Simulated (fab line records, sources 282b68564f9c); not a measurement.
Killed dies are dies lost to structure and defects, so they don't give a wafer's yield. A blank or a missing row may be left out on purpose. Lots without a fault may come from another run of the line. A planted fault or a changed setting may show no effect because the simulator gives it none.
Split-lot experiment | flow rit_cmos | 5 lots, 27 wafers read, on a route of 202 steps

THE SPLIT
At RIT_ACTIVE_OXIDATION_01 (target thk 46.8 nm, ox time 3360 s), the setting ox_time_s was moved away from the recipe's 3360 s on 24 of the 27 wafers read, by -59.6% to +56.4%. The other wafers ran this setting at the recipe's value.

The file shows no step between the split and the reading.

THE READING
ACTIVE_OXIDE_THK, in nm, at RIT_ACTIVE_THK_MEAS_02. Fault-free wafers of this fab line usually give 46.7 nm, standard deviation 0.79 nm.

wafer  | tool, chamber at the split | ox_time_s as run, s | against the recipe | ACTIVE_OXIDE_THK, nm | against lot-mates on the recipe
L075.1 | -, -                       | 1358                | -59.6%             | 26.6                 | no lot-mate on the recipe
L075.2 | -, -                       | 1358                | -59.6%             | 26.8                 | no lot-mate on the recipe
L075.3 | -, -                       | 1358                | -59.6%             | 26.4                 | no lot-mate on the recipe
L075.4 | -, -                       | 1358                | -59.6%             | 26.5                 | no lot-mate on the recipe
L075.5 | -, -                       | 1358                | -59.6%             | 26.4                 | no lot-mate on the recipe
L075.6 | -, -                       | 1358                | -59.6%             | 26.9                 | no lot-mate on the recipe
L079.1 | -, -                       | 5255                | +56.4%             | 61.8                 | no lot-mate on the recipe
L079.2 | -, -                       | 5255                | +56.4%             | 60.8                 | no lot-mate on the recipe
L079.3 | -, -                       | 5255                | +56.4%             | 62.1                 | no lot-mate on the recipe
L079.4 | -, -                       | 5255                | +56.4%             | 62.3                 | no lot-mate on the recipe
L079.5 | -, -                       | 5255                | +56.4%             | 60.9                 | no lot-mate on the recipe
L079.6 | -, -                       | 5255                | +56.4%             | 61.9                 | no lot-mate on the recipe
L081.1 | -, -                       | 4880                | +45.2%             | 59.6                 | no lot-mate on the recipe
L081.2 | -, -                       | 4880                | +45.2%             | 60.1                 | no lot-mate on the recipe
L081.3 | -, -                       | 4880                | +45.2%             | 59.3                 | no lot-mate on the recipe
L081.4 | -, -                       | 4880                | +45.2%             | 59.3                 | no lot-mate on the recipe
L081.5 | -, -                       | 4880                | +45.2%             | 60.5                 | no lot-mate on the recipe
L081.6 | -, -                       | 4880                | +45.2%             | 59.6                 | no lot-mate on the recipe
L082.2 | furnace-03, 0              | 3360                | recipe             | 47.5                 | -
L082.3 | furnace-03, 0              | 3360                | recipe             | 46.3                 | -
L082.5 | furnace-03, 0              | 3360                | recipe             | 47.3                 | -
L084.1 | -, -                       | 2574                | -23.4%             | 40.8                 | no lot-mate on the recipe
L084.2 | -, -                       | 2574                | -23.4%             | 39.8                 | no lot-mate on the recipe
L084.3 | -, -                       | 2574                | -23.4%             | 40.0                 | no lot-mate on the recipe
L084.4 | -, -                       | 2574                | -23.4%             | 40.9                 | no lot-mate on the recipe
L084.5 | -, -                       | 2574                | -23.4%             | 39.9                 | no lot-mate on the recipe
L084.6 | -, -                       | 2574                | -23.4%             | 40.8                 | no lot-mate on the recipe

THE FIT
A straight line over all 27 wafers: ACTIVE_OXIDE_THK changes by +0.3 nm for each +1% of ox_time_s; r = +1.00; the points scatter about the line by 1.3 nm.
Too few moved wafers have a lot-mate on the recipe to fit a line with each lot's own level taken away.

THE WHOLE CHAIN: every reading that the file lists as answering this split, in the file's order
step                    | what it does                                            | reading                                                                             | change (the file's fit)               | r (the file's)
RIT_ACTIVE_OXIDATION_01 | target thk 46.8 nm, ox time 3360 s                      | SiO2_of_ACTIVE_OXIDATION_01.thk_nm (the simulator's own value, which no gauge read) | +0.3 nm for each +1% of the setting   | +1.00
RIT_ACTIVE_THK_MEAS_02  |                                                         | ACTIVE_OXIDE_THK                                                                    | +0.3 for each +1% of the setting      | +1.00
RIT_FOX2_WET_ETCH_03    | etches Si3N4 in H3PO4, target depth 195 nm, time 2700 s | SiO2_of_ACTIVE_OXIDATION_01.thk_nm (the simulator's own value, which no gauge read) | +0.266 nm for each +1% of the setting | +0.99

THE FILE'S OWN FIT
ACTIVE_OXIDE_THK changes by +0.3 nm for each +1% of ox_time_s, r = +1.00.
